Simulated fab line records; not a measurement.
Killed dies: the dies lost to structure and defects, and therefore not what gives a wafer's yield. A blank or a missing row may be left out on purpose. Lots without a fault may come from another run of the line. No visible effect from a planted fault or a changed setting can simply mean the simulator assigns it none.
fab line records    flow berkeley-cmos170
record lots=7  wafers=21  last-day=14
route steps=331 shown ZERO@13 NWELL@14
lots untouched by any fault: they come from a run of this same line in which no faults occurred
start-h: hours from the record's opening day to when the first of the lot's shown wafers began    wait-h: hours from the lot's prior step to this one    " unchanged from the row above    L1.1+2: a single row standing in for several wafers    - no value, or no start was given    * or withheld: withheld    < > ~ a bound
route shown NAME@n: NAME is a module with steps in the file, n the number in the route of the first one    usual: mean and standard deviation over wafers with no fault    same: alike in all rows    chamber/n: place in a boat    sites: per-site readings    _std_site: standard deviation across them    _edge_site: inner sites' mean taken away from outer sites' mean    radius-mm: how far each site lies from the wafer's centre    mask NAME#n: copy n    behind: the most recent tool/chamber to have shaped the wafer    hold: the reason the lot was held/the length of the hold in hours/how it ended    device: whichever transistor did not switch (one of n, p or np)    end of line: the same wafers' tests at the end of the route    a step without rows: its recipe alone    killed: dies that structure and defects cost at the first sort, which is not the same as the wafer's yield    map: a wafer's dies, x killed, . not, _ none there
set.NAME: setting as actually run; set.NAME@STEP: the setting as run at that earlier step    model.NAME: the simulator's own value behind a step, which no gauge read
a table for each step, a row for each wafer; lots at some steps of the route
services: the hour from which a tool's chamber was out of use, counted from the record's first day as start-h (under 0 if before that day), plus the number of hours and why
## steps
# step UCB170_ZERO_STRIP_07
# recipe chemistry=O2  power-w=400  pressure-mtorr=3500  platen-temp-c=withheld  o2-flow-sccm=400  overash-fraction=0.5
# usual drypump-motor-current-A=5.50/0.28  oes-product-au=0.727/0.0044  strip-time-to-endpoint-s=21.48/0.07
lot.wafer  tool             chamber  start-h  wait-h  drypump-motor-current-A  oes-product-au  rf-hours-counter-h  strip-time-to-endpoint-s
L363.1     plasma-asher-03  1        29.48    0.0     5.30                     0.731           30                  21.45
L363.2     "                0        "        "       5.77                     0.730           30                  21.44
L363.5     "                1        "        "       5.31                     0.728           -                   21.46
L365.3     plasma-asher-03  1        35.83    0.0     5.31                     0.732           -                   21.48
L365.4     "                0        "        "       5.76                     0.734           -                   21.48
L365.5     "                1        "        "       5.31                     0.727           -                   21.48
L375.1     plasma-asher-03  0        83.48    0.0     5.73                     0.733           36                  21.55
L375.4     "                1        "        "       5.32                     0.729           -                   21.46
L375.5     "                0        "        "       5.74                     0.727           -                   21.56
L374.1     plasma-asher-01  0        83.90    0.0     4.98                     0.723           31                  21.37
L374.4     "                0        "        "       4.98                     0.730           -                   21.41
L374.6     "                1        "        "       5.82                     0.720           -                   21.42
L376.1     plasma-asher-04  0        90.36    0.0     5.39                     0.720           29                  21.50
L376.5     "                1        "        "       5.69                     0.729           -                   21.54
L376.6     "                0        "        "       5.41                     0.729           -                   21.48
L384.2     plasma-asher-01  0        137.91   0.0     4.96                     0.725           1                   21.36
L384.5     "                1        "        "       5.84                     0.733           -                   21.40
L384.6     "                0        "        "       4.95                     0.725           -                   21.43
L385.2     plasma-asher-03  0        143.85   0.0     5.70                     0.734           43                  21.43
L385.4     "                0        "        "       5.72                     0.727           -                   21.40
L385.6     "                1        "        "       5.31                     0.730           -                   21.43
# step UCB170_NWELL_WET_ETCH_00
# recipe chemistry=dHF  dilution=25:1  target=SiO2  temp-c=25  time-s=200
# step UCB170_NWELL_OXIDATION_01
# recipe temp-c=1000  ambient=O2  target-thk-a=264  ox-time-s=1260
# step UCB170_NWELL_THK_MEAS_02
# recipe reads=SiO2_of_NWELL_OXIDATION_01
# usual NWELL_OXIDE_THK=26.6/0.41
lot.wafer  tool           chamber  start-h  wait-h  NWELL_OXIDE_THK[nm]
L363.1     film-metro-04  -        35.85    0.0     26.6
L363.2     "              -        "        "       26.7
L363.5     "              -        "        "       26.5
L365.3     film-metro-03  -        42.07    0.0     26.1
L365.4     "              -        "        "       25.5
L365.5     "              -        "        "       26.7
L374.1     film-metro-04  -        87.68    0.0     26.7
L374.4     "              -        "        "       27.0
L374.6     "              -        "        "       26.5
L375.1     film-metro-01  -        87.68    0.0     26.3
L375.4     "              -        "        "       26.2
L375.5     "              -        "        "       25.8
L376.1     film-metro-04  -        96.80    0.0     26.4
L376.5     "              -        "        "       26.6
L376.6     "              -        "        "       26.4
L384.2     film-metro-01  -        143.35   0.0     26.7
L384.5     "              -        "        "       26.4
L384.6     "              -        "        "       26.5
L385.2     film-metro-03  -        150.51   0.1     26.3
L385.4     "              -        "        "       26.4
L385.6     "              -        "        "       26.1
# step UCB170_NWELL_ANNEAL_03
# recipe temp-c=1000  time-s=900  ambient=N2
# step UCB170_NWELL_CVD_04
# recipe material=Si3N4  target-thk-nm=224  temp-c=800  precursor=SiH2Cl2/NH3  time-s=3360  pressure-mtorr=200  sih2cl2-flow-sccm=25  nh3-flow-sccm=75
# step UCB170_NWELL_THK_MEAS_05
# recipe reads=Si3N4_of_NWELL_CVD_04
# usual NWELL_NITRIDE_THK=224.6/1.8
lot.wafer  tool           chamber  start-h  wait-h  NWELL_NITRIDE_THK[nm]
L363.1     film-metro-01  -        44.08    0.0     222.2
L363.2     "              -        "        "       222.7
L363.5     "              -        "        "       223.5
L365.3     film-metro-01  -        51.32    0.0     226.6
L365.4     "              -        "        "       225.0
L365.5     "              -        "        "       225.4
L374.1     film-metro-01  -        96.05    0.0     223.6
L374.4     "              -        "        "       224.3
L374.6     "              -        "        "       224.4
L375.1     film-metro-03  -        96.05    0.0     226.0
L375.4     "              -        "        "       227.0
L375.5     "              -        "        "       226.0
L376.1     film-metro-04  -        104.06   0.0     225.2
L376.5     "              -        "        "       224.1
L376.6     "              -        "        "       224.7
L384.2     film-metro-03  -        151.03   0.0     222.3
L384.5     "              -        "        "       223.6
L384.6     "              -        "        "       221.4
L385.2     film-metro-04  -        162.03   0.0     225.7
L385.4     "              -        "        "       226.9
L385.6     "              -        "        "       226.2
# step UCB170_NWELL_HMDS_06
# recipe prime-time-s=60  prime-temp-c=100
# step UCB170_NWELL_COAT_07
# recipe resist=KrF  spin-rpm=1500  resist-thk-nm=900
# step UCB170_NWELL_SOFTBAKE_08
# recipe resist=KrF  temp-c=130  time-s=60
# step UCB170_NWELL_EXPOSE_09
# recipe mask-id=NWELL  target-cd-nm=3000  na=0.5  sigma-outer=0.6  source-shape=conventional  dose-mj=25
# step UCB170_NWELL_PEB_10
# recipe peb-temp-c=130  peb-time-s=withheld  resist=KrF
# step UCB170_NWELL_DEVELOP_11
# recipe developer=TMAH  develop-time-s=45  resist=KrF  dev-temp-c=21
# usual chill-plate-temp-C=23.00/0.11  develop-time-s=45/0  resist-line-temp-C=23.00/0.097
lot.wafer  tool            chamber  start-h  wait-h  chill-plate-temp-C  develop-time-s  resist-line-temp-C  model.KrF_of_NWELL_COAT_07.thk-nm
L363.1     litho-track-01  0        45       -       23.18               45              22.99               889.5
L363.2     "               0        "        "       23.03               45              23.00               883
L363.5     "               0        "        "       22.89               45              23.01               885
L365.3     litho-track-03  0        52       -       23.12               45              23.00               890.7
L365.4     "               0        "        "       22.93               45              23.08               890
L365.5     "               0        "        "       23.01               45              23.01               890.5
L375.1     litho-track-04  -        96       -       -                   -               -                   902.3
L375.4     "               -        "        "       -                   -               -                   899.8
L375.5     "               -        "        "       -                   -               -                   904
L374.1     litho-track-03  -        97       -       -                   -               -                   894.5
L374.4     "               -        "        "       -                   -               -                   900.4
L374.6     "               -        "        "       -                   -               -                   896.3
L376.1     litho-track-01  -        105      -       -                   -               -                   900.3
L376.5     "               -        "        "       -                   -               -                   896.9
L376.6     "               -        "        "       -                   -               -                   898.9
L384.2     litho-track-01  0        151      -       23.06               45              22.94               887.8
L384.5     "               0        "        "       23.17               45              23.17               887.1
L384.6     "               0        "        "       23.15               45              22.97               885.6
L385.2     litho-track-01  0        163      -       23.00               45              23.09               889
L385.4     "               0        "        "       22.96               45              22.96               887
L385.6     "               0        "        "       22.85               45              23.10               886
# step UCB170_NWELL_OVL_MEAS_12
# usual NWELL_OVL=-1/4.8
lot.wafer  tool        chamber  start-h  wait-h  NWELL_OVL[nm]
L363.1     overlay-01  -        45.28    -       -4
L363.2     "           -        "        "       3
L363.5     "           -        "        "       -9
L365.3     overlay-01  -        53.00    -       -3
L365.4     "           -        "        "       -1
L365.5     "           -        "        "       1
L375.1     overlay-02  -        96.95    -       -
L375.4     "           -        "        "       -
L375.5     "           -        "        "       -
L374.1     overlay-02  -        97.13    -       -
L374.4     "           -        "        "       -
L374.6     "           -        "        "       -
L376.1     overlay-02  -        105.84   -       -
L376.5     "           -        "        "       -
L376.6     "           -        "        "       -
L384.2     overlay-01  -        151.93   -       -6
L384.5     "           -        "        "       3
L384.6     "           -        "        "       -5
L385.2     overlay-01  -        163.17   -       -12
L385.4     "           -        "        "       0
L385.6     "           -        "        "       -5
## services
tool             chamber  start-h  hours  kind
plasma-asher-01  -        37.97    1.4    repair
plasma-asher-01  -        108.75   9.0    pm
plasma-asher-01  0        108.75   12.2   vent-cycle
plasma-asher-01  1        108.75   12.2   vent-cycle
plasma-asher-01  -        115.96   5.0    repair
plasma-asher-01  0        117.75   -      clean
plasma-asher-01  1        117.75   -      clean
plasma-asher-04  -        128.24   10.0   pm
plasma-asher-04  -        147.44   3.3    repair
plasma-asher-03  -        148.33   2.8    pm
## key
first-sign step=UCB170_NWELL_DEVELOP_11  reading=tool-record  direction=missing
effect none on later readings
model-effect step=UCB170_NWELL_DEVELOP_11  value=KrF_of_NWELL_COAT_07.thk-nm  without=885.1  struck=899.3
met-at UCB170_NWELL_DEVELOP_11
struck-wafers L374.1,L374.4,L374.6,L375.1,L375.4,L375.5,L376.1,L376.5,L376.6
later-rows-left-out L374.1,L374.4,L374.6,L375.1,L375.4,L375.5,L376.1,L376.5,L376.6
sort-left-out L374.1,L374.4,L374.6,L375.1,L375.4,L375.5,L376.1,L376.5,L376.6
tester-left-out L374,L375,L376
onset-between 52 96
fault kind=skipped-step-whole  tool=litho-track-01,litho-track-03,litho-track-04  chamber=-  onset-h=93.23  steps=UCB170_NWELL_DEVELOP_11  scope=struck-lots-only
# tester-left-out: of these lots the tester's yield and bins aren't shown, on N5 and GAA mostly nor the transistor test; their killed dies are dies lost to structure and defects alone, not to doping, threshold or leakage, so they don't give the yield
# sort-left-out: the simulated sort isn't trusted on such a fault, so these wafers' sort isn't shown, and their yield isn't known
# later-rows-left-out: the simulator's readings of these wafers behind a module that went badly wrong aren't trusted and aren't shown, but for the sort
